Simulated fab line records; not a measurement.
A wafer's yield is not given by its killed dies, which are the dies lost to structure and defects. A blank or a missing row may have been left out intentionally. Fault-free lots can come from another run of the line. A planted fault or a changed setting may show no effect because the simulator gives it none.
Comparing a struck lot with a sound one / flow ritCmos / 39 steps out of a route of 202
Sound: the wafers L921.1, L921.2, L921.6. Struck: wafers L914.3, L914.5, L914.6. The cause comes at the end.
For every step that has rows: the tool of each side, followed by ch and its chambers, followed by its first start. Under that, the readings that differ: sound wafers / struck wafers / difference of the means / sigmas: that difference in standard deviations of wafers without a fault.
alike: words and numbers the same on both sides, and readings whose means are apart by under 2 such deviations; not compared: readings that were withheld, readings missing a value for some wafer, numbers with overlapping values and no deviation given by the record, and bounds like >300 which may hide the same value.
Wherever a step has rows on one side only, a row that says differs or no value, or a row with sigmas, the two part there. When numbers do not overlap yet have no deviation, they are printed without sigmas and do not part them. A reading that every wafer of one side lacks parts them only if that side has two wafers or more.

first, 3 steps without rows for these wafers: RIT_GATE_EXPOSE_13 (exposes mask M6, target cd 150 nm); RIT_GATE_PEB_14; RIT_GATE_DEVELOP_15 (develop time 50 s).
RIT_GATE_CD_MEAS_16: target cd 150 nm.
  sound on cdSem-02 at day 5 16:34; struck on cdSem-01 at day 4 05:43
reading=cdNm (nm); sound=149.2 145.8 145.6; struck=152.5 153.4 149.6; difference=+5.0; sigmas=+2
RIT_GATE_OVL_MEAS_17:
  sound on overlay-02 at day 5 16:41; struck on overlay-02 at day 4 05:48
reading=GATE_OVL (nm); sound=-0.3 -2.0 0.3; struck=2.3 1.7 3.7; difference=+3.2; sigmas=+2
then, 1 step without rows for these wafers: RIT_GATE_HARDBAKE_18 (time 60 s).
RIT_GATE_ETCH_19: etches poly-Si in SF6/CHF3/O2, stops on SiO2, time 165 s, target depth 312.5 nm.
  sound on rieSi-01 ch 0,1,2, day 5 16:52; struck on rieSi-02 ch 0,2,3, day 4 05:58
  alike: drypumpMotorCurrentA, oesProductAu, throttleValvePct
  not compared: rfHoursCounterH
RIT_GATE_STRIP_20: strips in O2, time 180 s.
  sound on plasmaAsher-03 ch 0,1, day 5 16:58; struck on plasmaAsher-01 ch 0,1, day 4 06:08
  alike: drypumpMotorCurrentA
  not compared: rfHoursCounterH
RIT_GATE_CD_MEAS_90: target cd 150 nm.
  sound on cdSem-01 at day 5 17:09; struck on cdSem-02 at day 4 06:17
reading=cdNm (nm); sound=149.2 145.8 146.7; struck=153.0 153.2 149.8; difference=+4.8; sigmas=+2
then, 3 steps without rows for these wafers: RIT_REOX_CLEAN_00 (cleans in SC1, time 600 s); RIT_REOX_CLEAN_01 (cleans in dHF, time 30 s); RIT_REOX_CLEAN_02 (cleans in SC2, time 600 s).
RIT_REOX_OXIDATION_03: target thk 25.2 nm, ox time 5580 s.
  sound on furnace-03 ch 0, day 5 17:42; struck on furnace-02 ch 0, day 4 10:11
  alike: spikeTcCentreC
RIT_REOX_THK_MEAS_04:
  sound on filmMetro-01 at day 5 20:15; struck on filmMetro-04 at day 4 12:46
reading=REOX_OXIDE_THK (nm); sound=25.5 25.7 25.5; struck=39.5 39.3 39.6; difference=+13.9; sigmas=+27
then, 6 steps without rows for these wafers: RIT_NLDD_HMDS_00 (prime time 60 s); RIT_NLDD_COAT_01 (resist thk 1000 nm); RIT_NLDD_SOFTBAKE_02 (time 60 s); RIT_NLDD_EXPOSE_03 (exposes mask M7, target cd 40700 nm); RIT_NLDD_PEB_04; RIT_NLDD_DEVELOP_05 (develop time 50 s).
RIT_NLDD_OVL_MEAS_06:
  sound on overlay-01 at day 5 21:10; struck on overlay-01 at day 4 14:17
  alike: NLDD_OVL
then, 2 steps without rows for these wafers: RIT_NLDD_HARDBAKE_07 (time 60 s); RIT_NLDD_IMPLANT_08.
RIT_NLDD_STRIP_09: strips in O2, time 180 s.
  sound on plasmaAsher-03 ch 0,1, day 5 21:30; struck on plasmaAsher-02 ch 0,1, day 4 14:55
  alike: drypumpMotorCurrentA
  not compared: rfHoursCounterH
RIT_NLDD_TW_MEAS_10:
  sound on filmMetro-01 at day 5 21:40; struck on filmMetro-02 at day 4 15:03
  alike: NLDD_TW
then, 6 steps without rows for these wafers: RIT_PLDD_HMDS_00 (prime time 60 s); RIT_PLDD_COAT_01 (resist thk 1000 nm); RIT_PLDD_SOFTBAKE_02 (time 60 s); RIT_PLDD_EXPOSE_03 (exposes mask M8, target cd 40900 nm); RIT_PLDD_PEB_04; RIT_PLDD_DEVELOP_05 (develop time 50 s).
RIT_PLDD_OVL_MEAS_06:
  sound on overlay-01 at day 5 22:35; struck on overlay-02 at day 4 15:57
  alike: PLDD_OVL
then, 2 steps without rows for these wafers: RIT_PLDD_HARDBAKE_07 (time 60 s); RIT_PLDD_IMPLANT_08.
RIT_PLDD_STRIP_09: strips in O2, time 180 s.
  sound on plasmaAsher-03 ch 0,1, day 5 22:55; struck on plasmaAsher-02 ch 0,1, day 4 16:22
reading=drypumpMotorCurrentA (A); sound=5.7 6.6 6.5; struck=5.2 5.2 5.2; difference=-1.1; sigmas=-2
  not compared: rfHoursCounterH
RIT_PLDD_TW_MEAS_10:
  sound on filmMetro-03 at day 5 23:05; struck on filmMetro-02 at day 4 16:37
  alike: PLDD_TW
RIT_SPACER_CLEAN_00: cleans in SC1, time 600 s.
  sound on wetBench-04 ch 0, day 5 23:09; struck on wetBench-02 ch 2, day 4 16:39
reading=model.SiO2_of_REOX_OXIDATION_03.thkNm (nm); sound=23.53 23.7 23.59; struck=36.51 36.27 36.54; difference=+12.83; sigmas=
then, 1 step without rows for these wafers: RIT_SPACER_CLEAN_01 (cleans in dHF, time 30 s).
RIT_M1_PROBE_99:
  sound on prober-02 at day 6 15:32; struck on prober-01 at day 5 06:57
  alike: killedAtFrontEnd, killedDies, killedOpen, killedShort

== WHERE THEY PART ==
At RIT_GATE_CD_MEAS_16 first; at RIT_PLDD_STRIP_09 last (within this record only). Later steps at which nothing parts them and some readings are alike: RIT_PLDD_TW_MEAS_10, RIT_M1_PROBE_99.

WHY: what the simulator had put in
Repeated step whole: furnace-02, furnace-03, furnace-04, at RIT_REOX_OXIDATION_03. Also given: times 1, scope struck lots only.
